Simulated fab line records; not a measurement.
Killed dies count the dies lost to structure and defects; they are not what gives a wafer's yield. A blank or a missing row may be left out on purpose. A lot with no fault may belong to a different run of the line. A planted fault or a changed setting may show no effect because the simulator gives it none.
Which tool was responsible?	flow ritCmos	14 lots, 42 wafers sampled, at 1 step of a route of 202

## WHAT THE GAUGES SHOWED, per wafer
Not one reading of a measure or inspect step in the record can be checked against a usual standard deviation.

## EACH LOT AND THE TOOL THAT RAN IT (in order: tool; ch and the chambers of the sampled wafers; start)
lot	RIT_SPACER_ETCHBACK_05
L164	rieDiel-01 ch 0,1,2, day 2 20:50
L165	rieDiel-01 ch 0,3, day 3 02:51
L166	rieDiel-04 ch 0,1,3, day 3 08:39
L167	rieDiel-02 ch 1,2,3, day 3 12:55
L168	rieDiel-02 ch 0,2,3, day 3 17:16
L169	rieDiel-02 ch 0,3, day 3 21:58
L171	rieDiel-02 ch 1,2, day 4 09:54
L172	rieDiel-02 ch 0,3, day 4 15:11
L179	rieDiel-04 ch 0,1,2, day 6 05:34
L180	rieDiel-01 ch 0,1,2, day 6 13:58
L182	rieDiel-01 ch 1,3, day 7 03:29
L183	rieDiel-04 ch 1,2,3, day 7 07:13
L184	rieDiel-01 ch 1,2,3, day 7 09:13
L187	rieDiel-02 ch 0,1, day 7 22:43
- RIT_SPACER_ETCHBACK_05: etches Si3N4 in SF6/CHF3, stops on SiO2, target depth 250 nm, time 240 s.

## AS READ BY THE TOOLS THEMSELVES (means over the sampled wafers that have a number; for cases with no such wafer, the mark the record gives instead)
RIT_SPACER_ETCHBACK_05. Usual: CHF3_flow_sccm 29.99 sccm, standard deviation 0.086; drypumpMotorCurrentA 5.5 A, standard deviation 0.37; oesProductAu 0.842 a.u., standard deviation 0.012; rfFwdPowerW 249.1 W, standard deviation 0.85; throttleValvePct 10.26 %, standard deviation 0.16.
lot	tool	CHF3_flow_sccm (sccm)	drypumpMotorCurrentA (A)	oesProductAu (a.u.)	rfFwdPowerW (W)	throttleValvePct (%)	flag
L164	rieDiel-01	30.02	5.7	0.841	248.7	10.19	
L165	rieDiel-01	30.02	6.1	0.833	250.1	10.26	
L166	rieDiel-04	29.98	5.5	0.855	249.6	10.40	
L167	rieDiel-02	30.01	5.2	0.842	249.5	10.24	
L168	rieDiel-02	30.04	5.3	0.845	249.8	10.21	
L169	rieDiel-02	30.11	5.3	0.829	248.0	10.14	
L171	rieDiel-02	30.06	5.2	0.988	248.5	10.28	OFF
L172	rieDiel-02	30.00	5.3	0.975	249.2	10.26	OFF
L179	rieDiel-04	30.05	5.5	0.850	248.8	10.48	
L180	rieDiel-01	29.98	5.7	0.836	249.0	10.19	
L182	rieDiel-01	29.95	5.8	0.842	249.4	10.16	
L183	rieDiel-04	30.00	5.4	0.858	248.9	10.32	
L184	rieDiel-01	29.95	5.7	0.833	249.7	10.12	
L187	rieDiel-02	30.05	5.1	0.846	248.6	10.17	

## THE ANSWER, worked out from the rows above alone
Rule: lot off if the mean of its wafers having a number is beyond 3 standard deviations from the usual mean. Also off: a lot with no number at a reading for which 4 or more lots have one. Where the step has rows for the other lots, those lots are counted as sound. After the gauges, taken in route order, come the tools' own readings; for these a lot's mean is taken, as printed above. The first step at which some lot is off is used, and at that step the reading that is off furthest; a lot without a number counts as furthest.
Off at RIT_SPACER_ETCHBACK_05 (oesProductAu): L171, L172.
A tool fits if, at that step or a process step before it, it ran every lot that is off, and no sound lot after the first of them. Of those tried, none fits.

## WHAT HAD BEEN PUT IN BY THE SIMULATOR
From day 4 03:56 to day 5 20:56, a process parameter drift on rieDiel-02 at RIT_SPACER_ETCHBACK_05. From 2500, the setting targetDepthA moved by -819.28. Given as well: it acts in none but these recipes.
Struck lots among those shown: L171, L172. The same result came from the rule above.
